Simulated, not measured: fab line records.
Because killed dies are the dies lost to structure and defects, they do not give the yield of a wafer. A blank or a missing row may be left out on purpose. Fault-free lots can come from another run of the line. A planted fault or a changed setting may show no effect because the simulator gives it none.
A lot that was struck, set against a sound lot | flow rit cmos | 15 out of 202 route steps
Sound: these wafers, L432.1, L432.3, L432.4. Struck: wafer L449.6 (left out: L449.2, L449.5 of the same lot, which were not struck); the cause appears at the end.
At each step with rows: each side's tool, then ch and its chambers, then its first start. Under that, the readings that differ: sound wafers | struck wafers | difference of the means | sigmas: that difference in standard deviations of wafers without a fault.
alike: readings whose means differ by less than 2 such deviations, and words and numbers that are the same on both sides. not compared: withheld readings, readings that some wafer has no value for, bounds like >300 that may hide the same value, and numbers for which the record gives no deviation and whose values overlap.
Wherever a step has rows on one side only, a row that says differs or no value, or a row with sigmas, the two part there. When numbers do not overlap yet have no deviation, they are printed without sigmas and do not part them. Lack of a reading on every wafer of one side parts them only where that side has two or more wafers.

RIT_GATE_THK_MEAS_07:
  sound: film metro-02 at day 3 06:39; struck: film metro-02 at day 7 01:16
  reading             | sound          | struck | difference | sigmas
  GATE_OXIDE_THK (nm) | 3.00 3.00 2.96 | 3.20   | +0.21      | +3
then, 1 step without rows for these wafers: RIT_GATE_CVD_08 (deposits poly-Si from SiH4, target thk 250 nm, time 2220 s).
RIT_GATE_THK_MEAS_09:
  sound: film metro-04 at day 3 08:19; struck: film metro-02 at day 7 02:57
  reading            | sound             | struck | difference | sigmas
  GATE_POLY_THK (nm) | 244.8 246.3 248.5 | 252.6  | +6.1       | +3
then, 6 steps without rows for these wafers: RIT_GATE_HMDS_10 (prime time 60 s); RIT_GATE_COAT_11 (resist thk 850 nm); RIT_GATE_SOFTBAKE_12 (time 60 s); RIT_GATE_EXPOSE_13 (exposes mask M6, target cd 150 nm); RIT_GATE_PEB_14; RIT_GATE_DEVELOP_15 (develop time 50 s).
RIT_GATE_CD_MEAS_16 targets a cd of 150 nm.
  sound: cd sem-02 at day 3 09:14; struck: cd sem-02 at day 7 03:52
  alike: cd nm
RIT_GATE_OVL_MEAS_17:
  sound: overlay-02 at day 3 09:21; struck: overlay-01 at day 7 03:58
  reading       | sound       | struck | difference | sigmas
  GATE_OVL (nm) | 0.6 1.4 1.2 | -2.1   | -3.2       | -2
then, 1 step without rows for these wafers: RIT_GATE_HARDBAKE_18 (time 60 s).
RIT_GATE_ETCH_19: etches poly-Si in SF6/CHF3/O2, stops on SiO2, time 165 s, target depth 312.5 nm.
  sound on rie si-02 ch 0,1,3, day 3 09:32; struck on rie si-01 ch 1, day 7 04:09
  reading                                   | sound             | struck | difference | sigmas
  oes product au (a.u.)                     | 0.844 0.850 0.829 | 0.936  | +0.095     | +6
  model.NOVOLAK_of_GATE_COAT_11.thk nm (nm) | 670.6 668.3 665.5 | 681.1  | +13.0      |
  alike: drypump motor current A, throttle valve pct
  not compared: rf hours counter h
RIT_GATE_STRIP_20: strips in O2, time 180 s.
  sound on plasma asher-02 ch 0,1, day 3 09:39; struck on plasma asher-02 ch 1, day 7 04:16
  alike: drypump motor current A, o2 flow sccm
  not compared: rf hours counter h
RIT_M1_PROBE_99:
  sound: prober-01 at day 4 06:40; struck: prober-02 at day 8 00:55
  reading                                          | sound               | struck | difference | sigmas
  model.etest.poly comb over steps.leak log10 a um | -12.75 -12.78 -12.7 | -5.612 | +7.131     |
  alike: killed at front end, killed dies, killed open, killed short

== WHERE THEY PART ==
At RIT_GATE_THK_MEAS_07 first; at RIT_GATE_ETCH_19 last (within this record only). Later steps at which nothing parts them and some readings are alike: RIT_GATE_STRIP_20, RIT_M1_PROBE_99.

WHY: what had been put in by the simulator
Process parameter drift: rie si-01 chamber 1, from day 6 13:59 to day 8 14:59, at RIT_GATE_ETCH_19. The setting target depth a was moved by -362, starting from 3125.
